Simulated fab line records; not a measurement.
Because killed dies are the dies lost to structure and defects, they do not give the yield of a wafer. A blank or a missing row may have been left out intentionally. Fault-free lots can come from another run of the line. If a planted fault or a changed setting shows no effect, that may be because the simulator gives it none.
Comparing a struck lot with a sound one | flow rit-cmos | 18 out of 202 route steps
Sound: the wafers L399.2, L399.4, L399.6. The struck wafers were L406.3, L406.5, L406.6. At the end, the cause is stated.
Order at every step that has rows: each side's tool, ch and its chambers, its first start. Under that, the readings that differ: sound wafers | struck wafers | difference of the means | sigmas: that difference in standard deviations of wafers without a fault.
alike: readings with means less than 2 such deviations apart, plus words and numbers identical on both sides. not compared: withheld readings, readings lacking a value on some wafer, bounds such as >300 that could conceal the same value, and numbers that have no deviation in the record and whose values overlap.
Wherever a step has rows on one side only, a row that says differs or no value, or a row with sigmas, the two part there. Numbers that have no deviation but don't overlap get no sigmas and don't part them. A reading missing from all wafers of one side parts the sides only when that side holds two or more wafers.

first, 4 steps without rows for these wafers: RIT_PSD_SOFTBAKE_02 (time 60 s); RIT_PSD_EXPOSE_03 (exposes mask M10, target cd 40900 nm); RIT_PSD_PEB_04; RIT_PSD_DEVELOP_05 (develop time 50 s).
RIT_PSD_OVL_MEAS_06:
  struck on overlay-01, day 5 15:13; sound on overlay-01, day 4 08:31
  alike: PSD_OVL
then, 2 steps without rows for these wafers: RIT_PSD_HARDBAKE_07 (time 60 s); RIT_PSD_IMPLANT_08.
RIT_PSD_STRIP_09: strips in O2, time 180 s.
  sound on plasma-asher-04 ch 0,1, day 4 08:51; struck on plasma-asher-04 ch 0,1, day 5 15:41
  alike: drypump-motor-current-A
  not compared: rf-hours-counter-h
RIT_PSD_TW_MEAS_10:
  struck on film-metro-01, day 5 15:49; sound on film-metro-03, day 4 09:02
  alike: PSD_TW
then, 3 steps without rows for these wafers: RIT_SDANNEAL_CLEAN_00 (cleans in SC1, time 600 s); RIT_SDANNEAL_CLEAN_01 (cleans in dHF, time 30 s); RIT_SDANNEAL_CLEAN_02 (cleans in SC2, time 600 s).
RIT_SDANNEAL_RTA_03: time 5 s.
  sound on rtp-anneal-02 ch 0, day 4 09:28; struck on rtp-anneal-01 ch 0, day 5 16:14
  reading          | sound                | struck               | difference | sigmas
  wafer_temp_C_max | 1053.3 1057.1 1052.9 | 1043.2 1045.8 1048.3 | -8.7       | -7
RIT_SDANNEAL_RS_MEAS_04: measurement is done with a four-point probe.
  struck on film-metro-01, day 5 16:19; sound on film-metro-01, day 4 09:32
  reading         | sound             | struck            | difference | sigmas
  PSD_RS (ohm/sq) | 115.1 115.3 115.6 | 121.3 121.1 121.1 | +5.8       | +18
RIT_SDANNEAL_RS_MEAS_05: measurement is done with a four-point probe.
  struck on film-metro-01, day 5 16:26; sound on film-metro-01, day 4 09:39
  alike: NSD_RS
RIT_SDANNEAL_RS_MEAS_06: measurement is done with a four-point probe.
  struck on film-metro-01, day 5 16:34; sound on film-metro-01, day 4 09:46
  reading          | sound             | struck            | difference | sigmas
  PLDD_RS (ohm/sq) | 177.0 177.1 177.4 | 182.8 182.4 182.8 | +5.5       | +12
RIT_SDANNEAL_RS_MEAS_07: measurement is done with a four-point probe.
  struck on film-metro-01, day 5 16:41; sound on film-metro-01, day 4 09:53
  alike: NLDD_RS
RIT_M1_PROBE_99:
  the record holds rows for the sound wafers here (prober-02, day 4 17:03) but none for the struck ones

== WHERE THEY PART ==
Last at RIT_M1_PROBE_99 as far as this record goes, first at RIT_SDANNEAL_RTA_03.

WHY: what had been put in by the simulator
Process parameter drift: rtp-anneal-01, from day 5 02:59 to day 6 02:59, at RIT_SDANNEAL_RTA_03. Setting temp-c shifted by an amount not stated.
